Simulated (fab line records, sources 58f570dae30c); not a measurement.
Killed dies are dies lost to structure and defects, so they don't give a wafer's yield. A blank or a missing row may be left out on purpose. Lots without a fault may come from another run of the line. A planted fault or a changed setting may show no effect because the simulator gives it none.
Which tool did it? | flow berkeley_cmos170 | 10 lots, 30 wafers sampled, at 3 steps of a route of 331

WHAT THE GAUGES READ, wafer by wafer
UCB170_NLDD_TW_MEAS_11.
lot  | measured     | on            | NLDD_TW
L975 | day 6 08:26  | film_metro-02 | 2241 2243 2244
L976 | day 6 09:20  | film_metro-02 | 2235 2236 2243
L977 | day 6 12:08  | film_metro-03 | 2228 2213 2224
L983 | day 7 21:36  | film_metro-02 | 2354 2362 2358
L985 | day 8 03:03  | film_metro-03 | 2332 2332 2346
L987 | day 8 13:29  | film_metro-03 | 2332 2342 2336
L989 | day 9 11:43  | film_metro-03 | 2209 2202 2210
L991 | day 9 16:59  | film_metro-03 | 2191 2207 2199
L994 | day 10 10:34 | film_metro-02 | 2236 2239 2242
L996 | day 10 11:24 | film_metro-02 | 2244 2240 2247

UCB170_SDANNEAL_RS_MEAS_05: measures by four-point-probe.
lot  | measured     | on            | NLDD_RS (ohm/sq)
L975 | day 6 21:37  | film_metro-02 | 617.1 618.3 617.3
L976 | day 6 21:23  | film_metro-04 | 614.7 615.4 618.1
L977 | day 6 21:35  | film_metro-03 | 616.7 616.3 617.8
L983 | day 8 12:46  | film_metro-04 | 535.6 535.9 537.5
L985 | day 8 13:14  | film_metro-04 | 537.1 535.7 535.7
L987 | day 8 23:22  | film_metro-02 | 538.4 538.0 538.7
L989 | day 9 20:31  | film_metro-04 | 617.2 615.7 615.5
L991 | day 10 05:34 | film_metro-02 | 618.6 618.5 617.8
L994 | day 10 21:08 | film_metro-02 | 614.7 616.2 616.1
L996 | day 10 20:56 | film_metro-04 | 616.3 616.1 614.8

WHICH TOOL RAN EACH LOT (tool, then ch and the chambers of the sampled wafers, then the start)
lot  | UCB170_NLDD_IMPLANT_08
L975 | implanter-01 ch 0, day 6 08:02
L976 | implanter-03 ch 0, day 6 08:57
L977 | implanter-04 ch 0, day 6 11:44
L983 | implanter-03 ch 0, day 7 21:12
L985 | implanter-03 ch 0, day 8 02:39
L987 | implanter-03 ch 0, day 8 13:08
L989 | implanter-01 ch 0, day 9 11:21
L991 | implanter-01 ch 0, day 9 16:35
L994 | implanter-01 ch 0, day 10 10:11
L996 | implanter-01 ch 0, day 10 11:00
- UCB170_NLDD_IMPLANT_08

WHAT THE TOOLS THEMSELVES READ (means of the sampled wafers that have a number; where no wafer has one, the mark that the record gives instead)
UCB170_NLDD_IMPLANT_08.
lot  | tool         | beam_on_s (s) | dose_ions_cm2 | faraday_current_uA
L975 | implanter-01 | 10.14         | 5.003e+13     | 156.9
L976 | implanter-03 | 9.94          | 5.000e+13     | 159.6
L977 | implanter-04 | 9.87          | 5.001e+13     | 160.3
L983 | implanter-03 | 9.96          | 7.249e+13     | 230.8
L985 | implanter-03 | 10.13         | 7.251e+13     | 227.4
L987 | implanter-03 | 10.11         | 7.250e+13     | 227.6
L989 | implanter-01 | 10.01         | 5.006e+13     | 159.0
L991 | implanter-01 | 10.03         | 4.996e+13     | 158.2
L994 | implanter-01 | 9.99          | 5.003e+13     | 158.5
L996 | implanter-01 | 9.93          | 4.999e+13     | 159.6

THE ANSWER, worked out from the rows above alone
Rule: what is usual is taken from the lots themselves. Put in order of their means at a reading, lots are off if they are a third of the lots or fewer, leave a main group of 4 or more, and stand apart from it by a gap of 3 or more times the standard deviation of the main group's means; of several such gaps the widest counts. A main group whose means are all the same, to the digits that the tables above print for the reading, isn't used. A lot without any number at a reading at which 4 lots or more have one is off too. The other lots that the step has rows for count as sound. The gauges are gone through in route order, then the tools' own readings, and for those a lot's mean is taken as printed above. The first step at which some lot is off is used, and at that step the reading that is off furthest; a lot without a number counts as furthest.
Off: L983, L985, L987, at UCB170_NLDD_TW_MEAS_11 (NLDD_TW). The main group: mean 2227, standard deviation 17.
A tool fits if, at a process step before that reading, it ran every lot that is off, and no sound lot after the first of them. The gauges at UCB170_NLDD_TW_MEAS_11 aren't tried: what is off there is off at UCB170_NLDD_IMPLANT_08 too, on other tools, and a gauge's error can't cause that. One fits: implanter-03 at UCB170_NLDD_IMPLANT_08. Its last sound lot is L976 (day 6 08:57), its first lot that is off L983 (day 7 21:12): a fault that began between those two fits.
The tool's own readings at UCB170_NLDD_IMPLANT_08 bear it out: on the lots that are off they differ by more than 5 times the standard deviation of the sound lots' means. dose_ions_cm2 reads 7.250e+13 there against 5.001e+13 on the sound lots; faraday_current_uA reads 228.6 there against 158.9 on the sound lots.

WHAT THE SIMULATOR HAD PUT IN
Process parameter drift: implanter-03, from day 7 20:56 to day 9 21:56, at UCB170_NLDD_IMPLANT_08. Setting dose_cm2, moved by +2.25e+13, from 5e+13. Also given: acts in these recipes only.
Lots struck among those shown: L983, L985, L987. The rule above found the same.
